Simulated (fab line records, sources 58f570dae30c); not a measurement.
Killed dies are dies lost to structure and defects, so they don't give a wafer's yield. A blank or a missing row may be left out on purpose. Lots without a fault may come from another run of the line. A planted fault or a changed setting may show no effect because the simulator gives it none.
Which tool did it? | flow berkeley_cmos170 | 7 lots, 21 wafers sampled, at 3 steps of a route of 331

WHAT THE GAUGES READ, wafer by wafer
UCB170_M2_CD_MEAS_90: target cd 700 nm.
lot  | measured     | on        | cd_nm (nm)
L183 | day 8 18:17  | cd_sem-02 | 697.9 702.9 701.4
L187 | day 9 19:41  | cd_sem-02 | 695.2 699.2 695.9
L189 | day 10 10:19 | cd_sem-02 | 692.1 697.8 694.1
L197 | day 12 01:43 | cd_sem-01 | 683.1 682.7 684.9
L198 | day 12 12:18 | cd_sem-02 | 684.8 682.7 683.3
L201 | day 13 03:41 | cd_sem-02 | 695.3 701.3 699.0
L206 | day 13 22:42 | cd_sem-01 | 701.0 701.9 704.0

WHICH TOOL RAN EACH LOT (tool, then ch and the chambers of the sampled wafers, then the start)
lot  | UCB170_M2_METAL_ETCH_18           | UCB170_M2_STRIP_19
L183 | rie_metal-01 ch 0,1, day 8 18:01  | plasma_asher-03 ch 0,1, day 8 18:11
L187 | rie_metal-01 ch 0,1, day 9 19:23  | plasma_asher-03 ch 0,1, day 9 19:34
L189 | rie_metal-03 ch 0,1, day 10 10:02 | plasma_asher-03 ch 0,1, day 10 10:13
L197 | rie_metal-01 ch 0,1, day 12 01:26 | plasma_asher-04 ch 0,1, day 12 01:37
L198 | rie_metal-01 ch 0,1, day 12 11:59 | plasma_asher-04 ch 0,1, day 12 12:11
L201 | rie_metal-03 ch 0,1, day 13 03:23 | plasma_asher-03 ch 0,1, day 13 03:35
L206 | rie_metal-02 ch 0,1, day 13 22:25 | plasma_asher-01 ch 0, day 13 22:36
- UCB170_M2_METAL_ETCH_18: etches Al in Cl2/BCl3, stops on SiO2, target depth 1170 nm, time 195 s.
- UCB170_M2_STRIP_19: strips in O2.

THE ANSWER, worked out from the rows above alone
Rule: what is usual is taken from the lots themselves. Put in order of their means at a reading, lots are off if they are a third of the lots or fewer, leave a main group of 4 or more, and stand apart from it by a gap of 3 or more times the standard deviation of the main group's means; of several such gaps the widest counts. A main group whose means are all the same, to the digits that the tables above print for the reading, isn't used. A lot without any number at a reading at which 4 lots or more have one is off too. The other lots that the step has rows for count as sound.
Off: L197, L198, at UCB170_M2_CD_MEAS_90 (cd_nm). The main group: mean 698.6 nm, standard deviation 2.7.
A tool fits if, at a process step before that reading, it ran every lot that is off, and no sound lot after the first of them. The gauges at UCB170_M2_CD_MEAS_90 are tried like those tools. Can't be told from this: 2 tools fit, rie_metal-01 at UCB170_M2_METAL_ETCH_18, plasma_asher-04 at UCB170_M2_STRIP_19.

WHAT THE SIMULATOR HAD PUT IN
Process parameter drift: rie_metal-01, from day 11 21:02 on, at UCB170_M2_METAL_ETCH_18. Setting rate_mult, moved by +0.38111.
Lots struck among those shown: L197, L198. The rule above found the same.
